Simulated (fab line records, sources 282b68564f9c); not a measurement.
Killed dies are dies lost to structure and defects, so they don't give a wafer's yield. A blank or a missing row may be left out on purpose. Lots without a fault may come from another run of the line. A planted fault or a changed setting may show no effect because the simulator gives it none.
fab line records | flow rit_cmos
record lots=13 wafers=39 last_day=7
route steps=202 shown NWELL@38 NRETRO@62 PRETRO@70 PLDD@117
lots that met no fault: from a run of the same line without faults
start_h: hours from the record's first day to the start of the lot's first wafer shown | wait_h: hours since the lot's step before | " the same as in the row above | L1.1+2: a row that stands for several wafers | - no value, or no start given | * or withheld: withheld | < > ~ a bound
route shown NAME@n: a module of which the file shows steps, and the number in the route of the first | usual: mean/standard deviation of fault-free wafers | same: alike in all rows | chamber/n: place in a boat | sites: the reading at each site | _std_site: their standard deviation | _edge_site: outer sites' mean less inner sites' | radius_mm: how far each site lies from the wafer's centre | mask NAME#n: copy n | behind: the tool/chamber that last shaped the wafer | hold: why the lot was held/for how many hours/how that ended | device: the transistor (n, p or np) that didn't switch | end of line: the same wafers' tests at the end of the route | a step without rows: its recipe alone | killed: dies lost to structure and defects at the first sort, not the wafer's yield | map: a wafer's dies, x killed, . not, _ none there
set.NAME: the setting as run; set.NAME@STEP: as run at that earlier step | model.NAME: the simulator's own value behind a step, which no gauge read
steps of the route over a sample of lots; a table a step, a row a wafer
services: from which hour (start_h, from the record's first day; less than 0 if before it) a tool's chamber was out of use, for how many hours, and why
## steps
# step RIT_NWELL_TW_MEAS_10
# usual NWELL_TW=2129/20
# columns lot.wafer tool chamber start_h wait_h NWELL_TW
L787.1 film_metro-02 - 31.67 0.1 2106
L787.3 " - " " 2094
L787.4 " - " " 2096
L789.2 film_metro-03 - 40.89 0.1 2140
L789.4 " - " " 2144
L789.5 " - " " 2160
L791.1 film_metro-02 - 52.38 0.1 2106
L791.4 " - " " 2119
L791.6 " - " " 2122
L792.1 film_metro-03 - 56.16 0.1 2141
L792.4 " - " " 2157
L792.6 " - " " 2145
L793.2 film_metro-02 - 60.89 0.1 2115
L793.3 " - " " 2126
L793.5 " - " " 2121
L794.3 film_metro-01 - 66.02 0.1 2139
L794.4 " - " " 2141
L794.6 " - " " 2142
L795.1 film_metro-01 - 70.79 0.1 2130
L795.2 " - " " 2143
L795.3 " - " " 2146
L797.3 film_metro-03 - 81.65 0.1 2147
L797.5 " - " " 2146
L797.6 " - " " 2151
L803.2 film_metro-02 - 112.08 0.1 2118
L803.3 " - " " 2115
L803.4 " - " " 2099
L805.4 film_metro-03 - 122.34 0.1 2140
L805.5 " - " " 2158
L805.6 " - " " 2140
L806.1 film_metro-02 - 126.78 0.1 2113
L806.3 " - " " 2113
L806.5 " - " " 2101
L807.2 film_metro-02 - 131.91 0.1 2116
L807.3 " - " " 2095
L807.5 " - " " 2111
L808.1 film_metro-01 - 135.89 0.1 2117
L808.3 " - " " 2122
L808.5 " - " " 2119
# step RIT_NRETRO_STRIP_09
# recipe chemistry=O2 time_s=180 resist=NOVOLAK platen_temp_c=withheld power_w=500 pressure_mtorr=4000 o2_flow_sccm=4000
# usual drypump_motor_current_A=5.7/0.41
# columns lot.wafer tool chamber start_h wait_h drypump_motor_current_A rf_hours_counter_h
L787.1 plasma_asher-01 0 40.32 0.1 5.6 38
L787.3 " 1 " " 6.3 -
L787.4 " 0 " " 5.6 -
L789.2 plasma_asher-04 0 49.66 0.1 5.7 41
L789.4 " 1 " " 4.9 -
L789.5 " 0 " " 5.7 -
L791.1 plasma_asher-04 0 60.89 0.1 5.8 42
L791.4 " 0 " " 5.7 -
L791.6 " 0 " " 5.7 -
L792.1 plasma_asher-02 0 64.67 0.1 6.0 29
L792.4 " 0 " " 6.0 -
L792.6 " 1 " " 5.8 -
L793.2 plasma_asher-02 0 69.54 0.1 5.9 29
L793.3 " 1 " " 5.8 -
L793.5 " 0 " " 5.9 -
L794.3 plasma_asher-04 0 74.44 0.1 5.7 -
L794.4 " 1 " " 4.9 -
L794.6 " 1 " " 4.9 -
L795.1 plasma_asher-02 1 79.46 0.1 5.8 31
L795.2 " 0 " " 6.0 31
L795.3 " 0 " " 6.0 -
L797.3 plasma_asher-01 1 90.42 0.1 6.3 -
L797.5 " 0 " " 5.6 -
L797.6 " 1 " " 6.3 -
L803.2 plasma_asher-02 0 120.44 0.1 6.0 35
L803.3 " 0 " " 6.0 -
L803.4 " 1 " " 5.8 -
L805.4 plasma_asher-04 1 131.03 0.1 4.9 -
L805.5 " 1 " " 4.9 -
L805.6 " 0 " " 5.7 -
L806.1 plasma_asher-02 0 135.08 0.1 5.9 37
L806.3 " 1 " " 5.8 -
L806.5 " 0 " " 5.9 -
L807.2 plasma_asher-01 0 140.28 0.1 5.6 49
L807.3 " 0 " " 5.6 -
L807.5 " 1 " " 6.4 -
L808.1 plasma_asher-02 0 144.36 0.1 5.9 38
L808.3 " 1 " " 5.8 -
L808.5 " 0 " " 5.9 -
# step RIT_PRETRO_OVL_MEAS_06
# usual PRETRO_OVL=0.1/1.3
# columns lot.wafer tool chamber start_h wait_h PRETRO_OVL[nm]
L787.1 overlay-01 - 41.43 - -0.8
L787.3 " - " " 0.8
L787.4 " - " " -0.6
L789.2 overlay-01 - 50.91 - 0.2
L789.4 " - " " -0.7
L789.5 " - " " -0.6
L791.1 overlay-02 - 62.17 - 1.0
L791.4 " - " " 3.6
L791.6 " - " " 3.5
L792.1 overlay-01 - 65.90 - -0.2
L792.4 " - " " 0.5
L792.6 " - " " -0.7
L793.2 overlay-02 - 70.66 - 0.7
L793.3 " - " " -3.1
L793.5 " - " " -1.1
L794.3 overlay-02 - 75.51 - -0.1
L794.4 " - " " -0.9
L794.6 " - " " 0.0
L795.1 overlay-02 - 80.70 - -1.1
L795.2 " - " " 1.4
L795.3 " - " " 0.4
L797.3 overlay-01 - 91.48 - -0.1
L797.5 " - " " -0.4
L797.6 " - " " 0.2
L803.2 overlay-02 - 121.56 - -0.6
L803.3 " - " " -0.3
L803.4 " - " " -1.8
L805.4 overlay-02 - 132.44 - 0.6
L805.5 " - " " 0.1
L805.6 " - " " 1.5
L806.1 overlay-01 - 136.32 - 1.0
L806.3 " - " " 1.7
L806.5 " - " " 2.5
L807.2 overlay-01 - 141.53 - 0.4
L807.3 " - " " -0.4
L807.5 " - " " -0.5
L808.1 overlay-01 - 145.60 - -0.4
L808.3 " - " " 0.3
L808.5 " - " " 0.8
# step RIT_PLDD_EXPOSE_03
# recipe mask_id=M8 na=0.57 target_cd_nm=40900 dose_mj=250
# columns lot.wafer tool chamber start_h wait_h mask
L787.1+3+4 iline_stepper-01 0 52.68 0.1 M8#0
L789.2+4+5 iline_stepper-02 0 63.00 0.1 M8#0
L791.1+4+6 iline_stepper-02 0 73.05 0.1 M8#0
L792.1+4+6 iline_stepper-01 0 77.10 0.2 M8#0
L793.2+3+5 iline_stepper-02 0 81.82 0.2 M8#0
L794.3+4+6 iline_stepper-01 0 87.96 0.3 M8#0
L795.1+2+3 iline_stepper-01 0 92.38 0.1 M8#0
L797.3+5+6 iline_stepper-01 0 103.64 0.2 M7#0
L803.2+3+4 iline_stepper-02 0 133.82 0.1 M8#0
L805.4+5+6 iline_stepper-01 0 143.39 0.2 M8#0
L806.1+3+5 iline_stepper-01 0 146.93 0.1 M8#0
L807.2+3+5 iline_stepper-01 0 152.94 0.1 M8#0
L808.1+3+5 iline_stepper-01 0 156.72 0.1 M8#0
# step RIT_PLDD_OVL_MEAS_06
# usual PLDD_OVL=-0.2/1.3
# columns lot.wafer tool chamber start_h wait_h PLDD_OVL[nm]
L787.1 overlay-02 - 53.08 - -2.2
L787.3 " - " " -0.7
L787.4 " - " " -1.6
L789.2 overlay-02 - 63.38 - -0.6
L789.4 " - " " -1.6
L789.5 " - " " -0.4
L791.1 overlay-02 - 73.45 - 1.1
L791.4 " - " " 1.6
L791.6 " - " " 0.7
L792.1 overlay-01 - 77.50 - -1.8
L792.4 " - " " 0.3
L792.6 " - " " -1.4
L793.2 overlay-01 - 82.21 - 1.2
L793.3 " - " " 0.5
L793.5 " - " " 2.8
L794.3 overlay-02 - 88.34 - -1.9
L794.4 " - " " 0.5
L794.6 " - " " -0.1
L795.1 overlay-01 - 92.78 - 1.3
L795.2 " - " " 1.3
L795.3 " - " " 1.9
L797.3 overlay-02 - 104.02 - -
L797.5 " - " " -
L797.6 " - " " -
L803.2 overlay-02 - 134.21 - 0.3
L803.3 " - " " -0.5
L803.4 " - " " -2.7
L805.4 overlay-02 - 143.75 - 0.7
L805.5 " - " " 1.9
L805.6 " - " " 2.5
L806.1 overlay-02 - 147.44 - 0.9
L806.3 " - " " 0.0
L806.5 " - " " 0.4
L807.2 overlay-02 - 153.33 - -3.0
L807.3 " - " " -2.9
L807.5 " - " " -2.7
L808.1 overlay-01 - 157.12 - -0.4
L808.3 " - " " -0.9
L808.5 " - " " -0.3
# step RIT_PLDD_TW_MEAS_10
# usual PLDD_TW=2325/20
# columns lot.wafer tool chamber start_h wait_h PLDD_TW
L787.1 film_metro-03 - 53.60 0.1 2353
L787.3 " - " " 2348
L787.4 " - " " 2354
L789.2 film_metro-04 - 63.90 0.1 2333
L789.4 " - " " 2318
L789.5 " - " " 2324
L791.1 film_metro-03 - 73.96 0.1 2344
L791.4 " - " " 2350
L791.6 " - " " 2327
L792.1 film_metro-04 - 78.01 0.1 2339
L792.4 " - " " 2337
L792.6 " - " " 2344
L793.2 film_metro-04 - 82.72 0.1 2333
L793.3 " - " " 2350
L793.5 " - " " 2333
L794.3 film_metro-02 - 88.86 0.1 2303
L794.4 " - " " 2282
L794.6 " - " " 2298
L795.1 film_metro-02 - 93.29 0.1 2317
L795.2 " - " " 2307
L795.3 " - " " 2302
L797.3 film_metro-02 - 104.54 0.1 30
L797.5 " - " " 30
L797.6 " - " " 30
L803.2 film_metro-04 - 134.72 0.1 2328
L803.3 " - " " 2326
L803.4 " - " " 2333
L805.4 film_metro-03 - 144.27 0.1 2333
L805.5 " - " " 2352
L805.6 " - " " 2340
L806.1 film_metro-04 - 147.95 0.1 2333
L806.3 " - " " 2343
L806.5 " - " " 2335
L807.2 film_metro-04 - 153.84 0.1 2345
L807.3 " - " " 2338
L807.5 " - " " 2348
L808.1 film_metro-02 - 157.63 0.1 2313
L808.3 " - " " 2306
L808.5 " - " " 2304
## services
# columns tool chamber start_h hours kind
iline_stepper-02 0 49.73 - calibration
iline_stepper-01 - 80.77 4.4 pm
iline_stepper-02 - 83.29 5.9 repair
## key
first_sign step=RIT_PLDD_EXPOSE_03 reading=mask direction=changed
effect step=RIT_PLDD_OVL_MEAS_06 reading=PLDD_OVL direction=missing
effect step=RIT_PLDD_TW_MEAS_10 reading=PLDD_TW direction=down sigmas=99+ usual=2325 struck=30
met_at RIT_PLDD_EXPOSE_03
struck_lots L797
sort_left_out L797.3,L797.5,L797.6
tester_left_out L797
not_acting_at RIT_NWELL_TW_MEAS_10,RIT_NRETRO_STRIP_09,RIT_PRETRO_OVL_MEAS_06
onset_between 92.38 103.64
fault kind=wrong_mask tool=any chamber=- onset_h=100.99 steps=RIT_PLDD_EXPOSE_03 aux_copy=M7#0 scope=struck_lots_only
# tester_left_out: of these lots the tester's yield and bins aren't shown, on N5 and GAA mostly nor the transistor test; their killed dies are dies lost to structure and defects alone, not to doping, threshold or leakage, so they don't give the yield
# sort_left_out: the simulated sort isn't trusted on such a fault, so these wafers' sort isn't shown, and their yield isn't known
